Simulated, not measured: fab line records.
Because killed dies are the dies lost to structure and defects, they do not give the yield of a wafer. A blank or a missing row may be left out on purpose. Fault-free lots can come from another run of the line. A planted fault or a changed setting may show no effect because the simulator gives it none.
A lot that was struck, set against a sound lot    flow berkeley cmos170    20 out of 331 route steps
Sound: the wafers L984.2, L984.5, L984.6. The struck wafers were L987.3, L987.4, L987.6. Last of all comes the cause.
Order at every step that has rows: each side's tool, ch and its chambers, its first start. Under that, the readings that differ: sound wafers    struck wafers    difference of the means    sigmas: that difference in standard deviations of wafers without a fault.
alike: a reading whose means differ by less than 2 such deviations, as well as words and numbers matching on both sides. not compared: withheld readings; readings where some wafer has no value; bounds like >300 that might hide an equal value; numbers whose values overlap and for which the record gives no deviation.
Wherever a step has rows on one side only, a row that says differs or no value, or a row with sigmas, the two part there. Numbers that have no deviation but don't overlap get no sigmas and don't part them. Lack of a reading on every wafer of one side parts them only where that side has two or more wafers.

UCB170_CONTACT_ETCH_17: etches BARC in N2/H2.
  sound on rie diel-03 ch 0,1, day 10 12:53; struck on rie diel-03 ch 1,3, day 12 12:16
  alike: chamber pressure mTorr, drypump motor current A, oes product au, rf fwd power W, throttle valve pct
UCB170_CONTACT_ETCH_18: etches PSG in CHF3/CF4/Ar, stops on TiSi2, target depth 840 nm, time 195 s.
  sound on rie diel-03 ch 0,1; struck on rie diel-03 ch 1,3
  alike: chamber pressure mTorr, drypump motor current A, oes product au, rf fwd power W, throttle valve pct
  not compared: rf hours counter h
UCB170_CONTACT_STRIP_19: strips in O2.
  sound on plasma asher-03 ch 0,1, day 10 13:03; struck on plasma asher-04 ch 0,1, day 12 12:28
  alike: chamber pressure mTorr, drypump motor current A, o2 flow sccm, oes product au
  not compared: rf hours counter h
UCB170_CONTACT_CD_MEAS_90: target cd 700 nm.
  struck on cd sem-02, day 12 12:34; sound on cd sem-02, day 10 13:10
  alike: cd nm
then, 1 step without rows for these wafers: UCB170_CONTACT_CLEAN_20 (cleans in SPM, time 600 s).
UCB170_M1_SPUTTER_00: material Al, target thk 600 nm, time 80 s.
  struck on pvd sputter-03, day 12 12:49; sound on pvd sputter-02, day 10 13:26
  alike: chamber pressure pa, throttle valve pct
UCB170_M1_RS_MEAS_01: measures by four-point-probe.
  struck on film metro-03, day 12 12:55; sound on film metro-03, day 10 13:31
  alike: M1_AL_RS
UCB170_M1_THK_MEAS_02: measures by xrf.
  struck on film metro-03, day 12 13:01; sound on film metro-03, day 10 13:38
  alike: M1_AL_THK
then, 4 steps without rows for these wafers: UCB170_M1_COAT_03; UCB170_M1_COAT_04 (resist thk 900 nm); UCB170_M1_SOFTBAKE_05 (time 60 s); UCB170_M1_EXPOSE_06 (exposes mask METAL1, target cd 700 nm).
UCB170_M1_PEB_07:
  sound on litho track-01 ch 0, day 10 14:49; struck on litho track-01 ch 0, day 12 13:52
reading                   sound              struck             difference  sigmas
heater power total W (W)  56.86 56.80 56.84  61.04 61.09 61.06  +4.23       +99 or more
then, 1 step without rows for these wafers: UCB170_M1_DEVELOP_08 (develop time 45 s).
UCB170_M1_CD_MEAS_09: target cd 700 nm.
  struck on cd sem-02, day 12 14:08; sound on cd sem-01, day 10 15:05
reading     sound              struck             difference  sigmas
cd nm (nm)  700.4 698.9 700.4  711.8 712.4 712.5  +12.3       +10
UCB170_M1_OVL_MEAS_10:
  struck on overlay-01, day 12 14:13; sound on overlay-01, day 10 15:12
  alike: M1_OVL
UCB170_M1_ETCH_11: etches BARC in N2/H2.
  sound on rie diel-04 ch 1,2, day 10 15:14; struck on rie diel-04 ch 1,2,3, day 12 14:15
reading              sound            struck             difference  sigmas
model.M1.cd nm (nm)  701 699.7 700.9  712.3 712.7 712.9  +12.1       
  alike: chamber pressure mTorr, drypump motor current A, oes product au, rf fwd power W, throttle valve pct
UCB170_M1_METAL_ETCH_12: etches Al in Cl2/BCl3, stops on PSG, target depth 780 nm, time 130 s.
  sound on rie metal-04 ch 0,1, day 10 15:16; struck on rie metal-02 ch 1, day 12 14:23
reading              sound              struck             difference  sigmas
model.M1.cd nm (nm)  701.5 700.3 701.2  712.4 713.1 713.2  +11.9       
  alike: chamber pressure mTorr, drypump motor current A, oes product au, rf fwd power W, throttle valve pct
  not compared: rf hours counter h
UCB170_M1_STRIP_13: strips in O2.
  sound on plasma asher-01 ch 0,1, day 10 15:24; struck on plasma asher-01 ch 0,1, day 12 14:35
  alike: chamber pressure mTorr, drypump motor current A, o2 flow sccm, oes product au
  not compared: rf hours counter h
UCB170_M3_PROBE_99:
  rows exist in the record for the sound wafers here (prober-02, day 11 06:19), none for the struck ones

== WHERE THEY PART ==
First at UCB170_M1_PEB_07; last, within this record, at UCB170_M3_PROBE_99.

WHY: whatever the simulator had introduced
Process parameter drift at UCB170_M1_PEB_07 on litho track-01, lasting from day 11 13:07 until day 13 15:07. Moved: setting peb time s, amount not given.
